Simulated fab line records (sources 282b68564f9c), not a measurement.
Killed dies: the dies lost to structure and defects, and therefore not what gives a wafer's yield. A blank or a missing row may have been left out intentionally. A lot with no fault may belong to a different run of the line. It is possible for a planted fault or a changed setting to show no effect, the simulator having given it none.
fab line records ; flow rit-cmos
record: lots: 7; wafers: 21; last-day: 7
route steps=202 shown GATE@77 FOX2@80 M1@202
lots untouched by any fault: they come from a run of this same line in which no faults occurred
start-h: start of the lot's first displayed wafer, in hours after the record's first day ; wait-h: hours since the lot's step before ; " as in the row above ; L1.1+2: one row covering several wafers at once ; - value missing, or start not given ; * or withheld: withheld ; < > ~ a bound
route shown NAME@n: names a module that has steps shown in the file, with the first one's number in the route ; usual: average and standard deviation across the fault-free wafers ; same: alike in all rows ; chamber/n: place in a boat ; sites: each site's reading ; _std_site: how widely they spread, as a standard deviation ; _edge_site: the outer-site mean with the inner-site mean subtracted ; radius-mm: for every site, how far away it sits from the centre of the wafer ; mask NAME#n: copy n ; behind: tool/chamber where the wafer was last shaped ; hold: why the lot was held/for how many hours/how that ended ; device: whichever transistor did not switch (one of n, p or np) ; end of line: the same wafers' tests at the end of the route ; a step without rows: its recipe alone ; killed: dies that structure and defects cost at the first sort, which is not the same as the wafer's yield ; map: a wafer's dies, x killed, . not, _ none there
set.NAME: the setting that was run; set.NAME@STEP: the one run at that earlier step ; model.NAME: the simulator's own value behind a step, which no gauge read
lots at some steps of the route; a table a step, a row a wafer
services: the hour from which a tool's chamber was out of use, counted from the record's first day as start-h (under 0 if before that day), plus the number of hours and why
== steps ==
step: RIT_GATE_CLEAN_02
recipe: chemistry: dHF; dilution: 50:1; time-s: 30
step: RIT_GATE_CLEAN_03
recipe: chemistry: SC2; mix: 3:3:50; time-s: 600; temp-c: 75; dry: n2-spin
step: RIT_GATE_CLEAN_04
recipe: chemistry: dHF; dilution: 50:1; time-s: 60; dry: n2-spin
step: RIT_FOX2_THK_MEAS_91
recipe: reads: SiO2_of_FOX2_OXIDATION_00
usual: FIELD_OXIDE_LEFT_2_THK: 254/7.9
lot.wafer;tool;chamber;start-h;wait-h;FIELD_OXIDE_LEFT_2_THK[nm]
L581.2;film-metro-04;-;48.84;0.0;264
L581.5;film-metro-04;-;48.84;0.0;260
L581.6;film-metro-04;-;48.84;0.0;257
L584.2;film-metro-02;-;63.60;0.0;253
L584.3;film-metro-02;-;63.60;0.0;253
L584.4;film-metro-02;-;63.60;0.0;256
L585.2;film-metro-02;-;67.86;0.0;245
L585.3;film-metro-02;-;67.86;0.0;237
L585.6;film-metro-02;-;67.86;0.0;246
L594.2;film-metro-03;-;113.72;0.0;254
L594.3;film-metro-03;-;113.72;0.0;250
L594.5;film-metro-03;-;113.72;0.0;251
L595.3;film-metro-03;-;118.73;0.0;261
L595.4;film-metro-03;-;118.73;0.0;254
L595.6;film-metro-03;-;118.73;0.0;253
L598.2;film-metro-02;-;133.82;0.0;244
L598.4;film-metro-02;-;133.82;0.0;241
L598.5;film-metro-02;-;133.82;0.0;249
L600.1;film-metro-03;-;144.28;0.0;256
L600.2;film-metro-03;-;144.28;0.0;249
L600.3;film-metro-03;-;144.28;0.0;262
step: RIT_GATE_OXIDATION_05
recipe: temp-c: 900; ambient: O2; target-thk-a: 30; ox-time-s: 270
step: RIT_GATE_ANNEAL_06
recipe: temp-c: 900; time-s: 600; ambient: N2O
step: RIT_GATE_THK_MEAS_07
recipe: reads: SiO2_of_GATE_OXIDATION_05
usual: GATE_OXIDE_THK: 3.01/0.068
lot.wafer;tool;chamber;start-h;wait-h;GATE_OXIDE_THK[nm]
L581.2;film-metro-02;-;51.02;0.0;3.10
L581.5;film-metro-02;-;51.02;0.0;3.07
L581.6;film-metro-02;-;51.02;0.0;3.07
L584.2;film-metro-03;-;65.52;0.0;2.90
L584.3;film-metro-03;-;65.52;0.0;2.91
L584.4;film-metro-03;-;65.52;0.0;2.94
L585.2;film-metro-03;-;69.25;0.0;3.03
L585.3;film-metro-03;-;69.25;0.0;3.01
L585.6;film-metro-03;-;69.25;0.0;3.02
L594.2;film-metro-03;-;116.06;0.0;2.93
L594.3;film-metro-03;-;116.06;0.0;3.00
L594.5;film-metro-03;-;116.06;0.0;2.87
L595.3;film-metro-02;-;120.56;0.0;3.16
L595.4;film-metro-02;-;120.56;0.0;3.10
L595.6;film-metro-02;-;120.56;0.0;3.11
L598.2;film-metro-03;-;138.29;0.0;3.03
L598.4;film-metro-03;-;138.29;0.0;3.04
L598.5;film-metro-03;-;138.29;0.0;2.99
L600.1;film-metro-03;-;147.56;0.0;3.07
L600.2;film-metro-03;-;147.56;0.0;3.13
L600.3;film-metro-03;-;147.56;0.0;3.07
step: RIT_GATE_CVD_08
recipe: material: poly-Si; target-thk-nm: 250; temp-c: 610; precursor: SiH4; time-s: 2220; pressure-mtorr: 300; sih4-flow-sccm: 100
step: RIT_GATE_THK_MEAS_09
recipe: reads: poly-Si_of_GATE_CVD_08
usual: GATE_POLY_THK: 249.8/2
lot.wafer;tool;chamber;start-h;wait-h;GATE_POLY_THK[nm]
L581.2;film-metro-02;-;52.70;0.0;253.6
L581.5;film-metro-02;-;52.70;0.0;253.2
L581.6;film-metro-02;-;52.70;0.0;254.5
L584.2;film-metro-02;-;67.20;0.0;249.2
L584.3;film-metro-02;-;67.20;0.0;248.5
L584.4;film-metro-02;-;67.20;0.0;247.6
L585.2;film-metro-03;-;70.92;0.0;247.6
L585.3;film-metro-03;-;70.92;0.0;249.2
L585.6;film-metro-03;-;70.92;0.0;249.2
L594.2;film-metro-02;-;118.54;0.0;249.5
L594.3;film-metro-02;-;118.54;0.0;247.9
L594.5;film-metro-02;-;118.54;0.0;249.0
L595.3;film-metro-03;-;123.05;0.0;251.0
L595.4;film-metro-03;-;123.05;0.0;249.9
L595.6;film-metro-03;-;123.05;0.0;248.4
L598.2;film-metro-04;-;139.97;0.0;248.3
L598.4;film-metro-04;-;139.97;0.0;250.0
L598.5;film-metro-04;-;139.97;0.0;247.8
L600.1;film-metro-02;-;149.24;0.0;253.1
L600.2;film-metro-02;-;149.24;0.0;249.4
L600.3;film-metro-02;-;149.24;0.0;248.9
step: RIT_GATE_HMDS_10
recipe: prime-time-s: 60; prime-temp-c: 140
step: RIT_GATE_COAT_11
recipe: resist: NOVOLAK; spin-rpm: 4250; resist-thk-nm: 850
step: RIT_GATE_SOFTBAKE_12
recipe: resist: NOVOLAK; temp-c: 90; time-s: 60
step: RIT_GATE_EXPOSE_13
recipe: mask-id: M6; na: 0.6; source-shape: conventional; sigma-outer: 0.6; target-cd-nm: 150; dose-mj: 380
usual: exposure-dose-mJ-cm2: 379.9/0.31
same: na: 0.6
lot.wafer;tool;chamber;start-h;wait-h;mask;exposure-dose-mJ-cm2
L581.2;iline-stepper-02;0;53.24;0.1;M6#0;380.3
L581.5;iline-stepper-02;0;53.24;0.1;M6#0;380.2
L581.6;iline-stepper-02;0;53.24;0.1;M6#0;379.8
L584.2;iline-stepper-02;0;67.85;0.2;M6#0;380.0
L584.3;iline-stepper-02;0;67.85;0.2;M6#0;379.9
L584.4;iline-stepper-02;0;67.85;0.2;M6#0;380.3
L585.2;iline-stepper-01;0;71.57;0.2;M6#0;379.8
L585.3;iline-stepper-01;0;71.57;0.2;M6#0;380.2
L585.6;iline-stepper-01;0;71.57;0.2;M6#0;380.2
L594.2;iline-stepper-02;0;119.19;0.2;M6#0;302.8
L594.3;iline-stepper-02;0;119.19;0.2;M6#0;302.7
L594.5;iline-stepper-02;0;119.19;0.2;M6#0;302.9
L595.3;iline-stepper-02;0;123.58;0.1;M6#0;318.3
L595.4;iline-stepper-02;0;123.58;0.1;M6#0;318.6
L595.6;iline-stepper-02;0;123.58;0.1;M6#0;318.7
L598.2;iline-stepper-01;0;140.49;0.1;M6#0;379.9
L598.4;iline-stepper-01;0;140.49;0.1;M6#0;379.7
L598.5;iline-stepper-01;0;140.49;0.1;M6#0;380.0
L600.1;iline-stepper-02;0;149.87;0.2;M6#0;330.2
L600.2;iline-stepper-02;0;149.87;0.2;M6#0;330.6
L600.3;iline-stepper-02;0;149.87;0.2;M6#0;330.7
step: RIT_GATE_PEB_14
recipe: resist: NOVOLAK; temp-c: withheld; time-s: withheld
step: RIT_GATE_DEVELOP_15
recipe: resist: NOVOLAK; develop-time-s: 50; dev-temp-c: 23
step: RIT_GATE_CD_MEAS_16
recipe: target-cd-nm: 150
usual: cd-nm: 149.8/2.3
lot.wafer;tool;chamber;start-h;wait-h;cd-nm
L581.2;cd-sem-02;-;53.64;-;151.2
L581.5;cd-sem-02;-;53.64;-;148.4
L581.6;cd-sem-02;-;53.64;-;151.4
L584.2;cd-sem-02;-;68.25;-;150.1
L584.3;cd-sem-02;-;68.25;-;149.1
L584.4;cd-sem-02;-;68.25;-;147.5
L585.2;cd-sem-02;-;71.97;-;147.0
L585.3;cd-sem-02;-;71.97;-;149.2
L585.6;cd-sem-02;-;71.97;-;147.6
L594.2;cd-sem-01;-;119.59;-;265.3
L594.3;cd-sem-01;-;119.59;-;266.2
L594.5;cd-sem-01;-;119.59;-;265.6
L595.3;cd-sem-02;-;123.98;-;240.8
L595.4;cd-sem-02;-;123.98;-;241.3
L595.6;cd-sem-02;-;123.98;-;239.1
L598.2;cd-sem-01;-;140.89;-;144.3
L598.4;cd-sem-01;-;140.89;-;144.5
L598.5;cd-sem-01;-;140.89;-;145.2
L600.1;cd-sem-02;-;150.27;-;222.4
L600.2;cd-sem-02;-;150.27;-;218.1
L600.3;cd-sem-02;-;150.27;-;218.8
step: RIT_GATE_OVL_MEAS_17
usual: GATE_OVL: -0.4/1.5
lot.wafer;tool;chamber;start-h;wait-h;GATE_OVL[nm]
L581.2;overlay-02;-;53.74;0.1;-1.6
L581.5;overlay-02;-;53.74;0.1;-1.4
L581.6;overlay-02;-;53.74;0.1;-1.4
L584.2;overlay-01;-;68.35;0.1;1.5
L584.3;overlay-01;-;68.35;0.1;3.0
L584.4;overlay-01;-;68.35;0.1;0.9
L585.2;overlay-01;-;72.07;0.1;0.7
L585.3;overlay-01;-;72.07;0.1;-0.6
L585.6;overlay-01;-;72.07;0.1;-1.8
L594.2;overlay-01;-;119.70;0.1;-0.1
L594.3;overlay-01;-;119.70;0.1;-2.2
L594.5;overlay-01;-;119.70;0.1;-1.4
L595.3;overlay-02;-;124.07;0.1;-1.3
L595.4;overlay-02;-;124.07;0.1;-0.9
L595.6;overlay-02;-;124.07;0.1;-0.6
L598.2;overlay-01;-;141.00;0.1;1.6
L598.4;overlay-01;-;141.00;0.1;-0.7
L598.5;overlay-01;-;141.00;0.1;0.5
L600.1;overlay-01;-;150.39;0.1;-1.7
L600.2;overlay-01;-;150.39;0.1;-2.2
L600.3;overlay-01;-;150.39;0.1;-1.7
step: RIT_GATE_HARDBAKE_18
recipe: resist: NOVOLAK; temp-c: 140; time-s: 60
step: RIT_GATE_ETCH_19
recipe: chemistry: SF6/CHF3/O2; time-s: 165; SF6_flow_sccm: 30; CHF3_flow_sccm: 30; O2_flow_sccm: 5; target: poly-Si; pressure-mtorr: 40; rf-w: 160; target-depth-a: 3125; over-etch-frac: 0.25; stop-on: SiO2
usual: drypump-motor-current-A: 6.0/0.47; oes-product-au: 0.849/0.018; throttle-valve-pct: 10.26/0.16
same: over-etch-frac: 0.25
lot.wafer;tool;chamber;start-h;wait-h;drypump-motor-current-A;oes-product-au;rf-hours-counter-h;throttle-valve-pct;model.GATE.cd-nm
L581.2;rie-si-02;0;53.92;0.1;6.1;0.875;3;10.15;151.4
L581.5;rie-si-02;0;53.92;0.1;6.1;0.866;-;10.14;148.5
L581.6;rie-si-02;3;53.92;0.1;6.2;0.865;-;10.06;151.2
L584.2;rie-si-01;2;68.53;0.1;6.6;0.836;3;10.13;150.2
L584.3;rie-si-01;3;68.53;0.1;6.0;0.848;13;10.28;149.1
L584.4;rie-si-01;1;68.53;0.1;6.2;0.877;-;10.50;147.6
L585.2;rie-si-02;2;72.54;0.1;5.2;0.857;2;10.18;147
L585.3;rie-si-02;3;72.54;0.1;6.2;0.851;1;10.05;149.4
L585.6;rie-si-02;2;72.54;0.1;5.3;0.857;-;10.21;148
L594.2;rie-si-01;3;119.88;0.1;6.0;0.843;13;10.26;265.7
L594.3;rie-si-01;2;119.88;0.1;6.5;0.841;3;10.15;266.2
L594.5;rie-si-01;2;119.88;0.1;6.5;0.829;-;10.14;266
L595.3;rie-si-02;2;124.24;0.1;5.2;0.869;3;10.20;240.8
L595.4;rie-si-02;1;124.24;0.1;5.1;0.833;96;10.53;240.9
L595.6;rie-si-02;2;124.24;0.1;5.2;0.865;-;10.18;239.3
L598.2;rie-si-01;1;141.18;0.1;6.2;0.864;39;10.52;144.1
L598.4;rie-si-01;3;141.18;0.1;6.0;0.853;13;10.27;144.6
L598.5;rie-si-01;0;141.18;0.1;6.1;0.815;-;10.27;145.4
L600.1;rie-si-01;3;150.58;0.1;6.0;0.872;13;10.27;222.3
L600.2;rie-si-01;2;150.58;0.1;6.6;0.837;4;10.12;218
L600.3;rie-si-01;0;150.58;0.1;6.0;0.814;17;10.28;218.9
step: RIT_GATE_STRIP_20
recipe: chemistry: O2; time-s: 180; resist: NOVOLAK; platen-temp-c: withheld; power-w: 500; pressure-mtorr: 4000; o2-flow-sccm: 4000
usual: drypump-motor-current-A: 5.5/0.44
lot.wafer;tool;chamber;start-h;wait-h;drypump-motor-current-A;rf-hours-counter-h
L581.2;plasma-asher-03;0;54.03;0.1;5.2;21
L581.5;plasma-asher-03;1;54.03;0.1;5.4;-
L581.6;plasma-asher-03;0;54.03;0.1;5.1;-
L584.2;plasma-asher-01;0;68.64;0.1;6.1;46
L584.3;plasma-asher-01;1;68.64;0.1;5.1;-
L584.4;plasma-asher-01;0;68.64;0.1;6.1;-
L585.2;plasma-asher-02;0;72.65;0.1;6.2;45
L585.3;plasma-asher-02;1;72.65;0.1;5.3;-
L585.6;plasma-asher-02;0;72.65;0.1;6.2;-
L594.2;plasma-asher-03;0;119.98;0.1;5.2;28
L594.3;plasma-asher-03;1;119.98;0.1;5.4;-
L594.5;plasma-asher-03;0;119.98;0.1;5.2;-
L595.3;plasma-asher-01;1;124.41;0.1;5.1;-
L595.4;plasma-asher-01;0;124.41;0.1;6.1;-
L595.6;plasma-asher-01;0;124.41;0.1;6.1;-
L598.2;plasma-asher-03;1;141.29;0.1;5.4;30
L598.4;plasma-asher-03;1;141.29;0.1;5.4;-
L598.5;plasma-asher-03;1;141.29;0.1;5.4;-
L600.1;plasma-asher-02;1;150.68;0.1;5.3;4
L600.2;plasma-asher-02;0;150.68;0.1;6.2;4
L600.3;plasma-asher-02;0;150.68;0.1;6.2;-
step: RIT_M1_PROBE_99
usual: killed-at-contacts: 0.1/0.32; killed-at-front-end: 7/3; killed-dies: 7/3.1; killed-on-rim: 1.9/1.5; killed-open: 3.3/1.8; killed-short: 3.6/2
same: gross-dies: 264; killed_at_M0_to_M3: 0; killed_at_M4_up: 0; killed-at-back-side: 0; killed-at-other: 0
lot.wafer;tool;chamber;start-h;wait-h;killed-at-contacts;killed-at-front-end;killed-dies;killed-on-rim;killed-open;killed-short
L581.2;prober-02;-;76.08;0.1;0;6;6;2;5;1
L581.5;prober-02;-;76.23;0.2;0;14;14;4;5;9
L581.6;prober-02;-;76.28;0.2;0;5;5;1;2;3
L584.2;prober-01;-;89.04;0.1;0;5;5;0;2;3
L584.3;prober-01;-;89.09;0.2;0;2;2;1;1;1
L584.4;prober-01;-;89.14;0.2;0;6;6;3;1;5
L585.2;prober-02;-;92.61;0.1;0;6;6;0;2;4
L585.3;prober-02;-;92.66;0.2;0;6;6;3;5;1
L585.6;prober-02;-;92.81;0.2;0;6;6;4;4;2
L594.2;prober-01;-;140.78;0.1;0;264;264;70;1;3
L594.3;prober-01;-;140.83;0.2;0;264;264;70;2;2
L594.5;prober-01;-;140.93;0.2;0;264;264;70;3;4
L595.3;prober-02;-;144.18;0.2;0;264;264;70;0;2
L595.4;prober-02;-;144.23;0.2;0;264;264;70;5;4
L595.6;prober-02;-;144.33;0.2;1;263;264;70;4;7
L598.2;prober-01;-;162.42;0.1;0;3;3;0;1;2
L598.4;prober-01;-;162.52;0.2;0;6;6;1;3;3
L598.5;prober-01;-;162.57;0.2;0;7;7;3;2;5
L600.1;prober-01;-;174.14;0.1;0;264;264;70;6;1
L600.2;prober-01;-;174.19;0.1;0;264;264;70;3;4
L600.3;prober-01;-;174.24;0.2;0;264;264;70;1;2
killed by level:class
L581.2 GATE:geometric-particle:open=3 REOX:geometric-particle:open=1 SILICIDE:geometric-particle:short=1 SILICIDE:geometric-particle:open=1
L581.5 GATE:geometric-particle:short=4 REOX:geometric-particle:short=2 SPACER:geometric-particle:open=2 SILICIDE:geometric-particle:short=2 FOX1:geometric-particle:short=1 FOX1:geometric-particle:open=1 FOX2:geometric-particle:open=1 SILICIDE:geometric-particle:open=1
L581.6 GATE:geometric-particle:short=2 GATE:geometric-particle:open=1 SPACER:geometric-particle:open=1 SILICIDE:geometric-particle:short=1
L584.2 SILICIDE:geometric-particle:short=2 GATE:geometric-particle:open=1 GATE:geometric-particle:short=1 REOX:geometric-particle:open=1
L584.3 GATE:geometric-particle:short=1 GATE:geometric-particle:open=1
L584.4 GATE:geometric-particle:short=4 GATE:geometric-particle:open=1 REOX:geometric-particle:short=1
L585.2 GATE:geometric-particle:short=2 FOX2:geometric-particle:short=1 GATE:geometric-particle:open=1 REOX:geometric-particle:short=1 SPACER:geometric-particle:open=1
L585.3 GATE:geometric-particle:open=4 FOX1:geometric-particle:short=1 SPACER:geometric-particle:open=1
L585.6 REOX:geometric-particle:open=3 FOX1:geometric-particle:open=1 GATE:geometric-particle:short=1 REOX:geometric-particle:short=1
L594.2 GATE:area-expose=260 SPACER:geometric-particle:short=2 SILICIDE:geometric-particle:short=1 SILICIDE:geometric-particle:open=1
L594.3 GATE:area-expose=260 GATE:geometric-particle:short=2 FOX1:geometric-particle:open=1 REOX:geometric-particle:open=1
L594.5 GATE:area-expose=257 GATE:geometric-particle:short=3 SPACER:geometric-particle:open=2 FOX2:geometric-particle:short=1 REOX:geometric-particle:open=1
L595.3 GATE:area-expose=262 SPACER:geometric-particle:short=1 SILICIDE:geometric-particle:short=1
L595.4 GATE:area-expose=255 SILICIDE:geometric-particle:short=3 SILICIDE:geometric-particle:open=3 FOX1:geometric-particle:open=1 FOX1:geometric-particle:short=1 REOX:geometric-particle:open=1
L595.6 GATE:area-expose=253 GATE:geometric-particle:short=3 GATE:geometric-particle:open=2 FOX1:geometric-particle:short=1 REOX:geometric-particle:short=1 REOX:geometric-particle:open=1 SILICIDE:geometric-particle:open=1 SILICIDE:geometric-particle:short=1
L598.2 FOX1:geometric-particle:short=1 SPACER:geometric-particle:open=1 SILICIDE:geometric-particle:short=1
L598.4 FOX1:geometric-particle:open=2 FOX1:geometric-particle:short=1 GATE:geometric-particle:short=1 REOX:geometric-particle:short=1 SPACER:geometric-particle:open=1
L598.5 GATE:geometric-particle:short=2 REOX:geometric-particle:short=2 FOX1:geometric-particle:short=1 GATE:geometric-particle:open=1 REOX:geometric-particle:open=1
L600.1 GATE:area-expose=257 FOX1:geometric-particle:open=2 SPACER:geometric-particle:open=2 FOX1:geometric-particle:short=1 FOX2:geometric-particle:open=1 GATE:geometric-particle:open=1
L600.2 GATE:area-expose=257 FOX1:geometric-particle:open=3 FOX1:geometric-particle:short=2 GATE:geometric-particle:short=1 REOX:geometric-particle:short=1
L600.3 GATE:area-expose=260 FOX1:geometric-particle:open=1 GATE:geometric-particle:short=1 SPACER:geometric-particle:short=1 NSD:coat-microbubble-printed=1
map L594.2 (x killed, . not)
________xxxxxxx_______
_____xxxxxxxxxxxxx____
____xxxxxxxxxxxxxxx___
___xxxxxxxxxxxxxxxxx__
__xxxxxxxxxxxxxxxxxxx_
__xxxxxxxxxxxxxxxxxxx_
_xxxxxxxxxxxxxxxxxxxxx
_xxxxxxxxxxxxxxxxxxxxx
_xxxxxxxxxxxxxxxxxxxxx
_xxxxxxxxxxxxxxxxxxxxx
__xxxxxxxxxxxxxxxxxxx_
__xxxxxxxxxxxxxxxxxxx_
___xxxxxxxxxxxxxxxxx__
____xxxxxxxxxxxxxxx___
_____xxxxxxxxxxxxx____
________xxxxxxx_______
map L595.3 (x killed, . not)
________xxxxxxx_______
_____xxxxxxxxxxxxx____
____xxxxxxxxxxxxxxx___
___xxxxxxxxxxxxxxxxx__
__xxxxxxxxxxxxxxxxxxx_
__xxxxxxxxxxxxxxxxxxx_
_xxxxxxxxxxxxxxxxxxxxx
_xxxxxxxxxxxxxxxxxxxxx
_xxxxxxxxxxxxxxxxxxxxx
_xxxxxxxxxxxxxxxxxxxxx
__xxxxxxxxxxxxxxxxxxx_
__xxxxxxxxxxxxxxxxxxx_
___xxxxxxxxxxxxxxxxx__
____xxxxxxxxxxxxxxx___
_____xxxxxxxxxxxxx____
________xxxxxxx_______
== services ==
tool;chamber;start-h;hours;kind
iline-stepper-01;-;35.95;1.7;pm
rie-si-02;1;52.43;3.8;repair
iline-stepper-02;0;58.50;-;calibration
rie-si-01;0;68.45;4.4;repair
rie-si-02;0;69.07;6.1;repair
iline-stepper-01;-;90.75;4.4;pm
iline-stepper-02;-;97.09;1.7;pm
plasma-asher-03;-;107.98;6.8;repair
plasma-asher-02;-;108.75;9.0;pm
plasma-asher-02;0;108.75;9.0;vent-cycle
plasma-asher-02;1;108.75;9.0;vent-cycle
plasma-asher-02;0;117.75;-;clean
plasma-asher-02;1;117.75;-;clean
== key ==
first-sign: step: RIT_GATE_EXPOSE_13; reading: exposure-dose-mJ-cm2; direction: down; sigmas: 99+; usual: 379.9; struck: 317.3
effect: step: RIT_GATE_CD_MEAS_16; reading: cd-nm; direction: up; sigmas: 40; usual: 149.8; struck: 242.0; through: control-loop
effect: step: RIT_M1_PROBE_99; reading: killed-at-front-end; direction: up; sigmas: 84; usual: 7; struck: 264
model-effect: step: RIT_GATE_ETCH_19; value: GATE.cd-nm; without: 148.9; struck: 242
more-kills-born-at: RIT_GATE_EXPOSE_13@iline-stepper-02: 2321
met-at RIT_GATE_EXPOSE_13
struck-wafers L594.2,L594.3,L594.5,L595.3,L595.4,L595.6,L600.1,L600.2,L600.3
later-rows-left-out L594.2,L594.3,L594.5,L595.3,L595.4,L595.6,L600.1,L600.2,L600.3
tester-left-out L594,L595,L600
loop-trim: step: RIT_GATE_EXPOSE_13; setting: dose; lots: L595,L600
onset-between 67.85 119.19
fault: kind: process-parameter-drift; tool: iline-stepper-02; chamber: -; onset-h: 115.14; steps: RIT_GATE_EXPOSE_13; channel: dose-mj; offset: -76.963; shape: step; acts-in: these-recipes-only; stated: 380
tester-left-out: of these lots the tester's yield and bins aren't shown, on N5 and GAA mostly nor the transistor test; their killed dies are dies lost to structure and defects alone, not to doping, threshold or leakage, so they don't give the yield
later-rows-left-out: the simulator's readings of these wafers behind a module that went badly wrong aren't trusted and aren't shown, but for the sort
loop-trim: a control loop set the setting to another value than it would have without faults
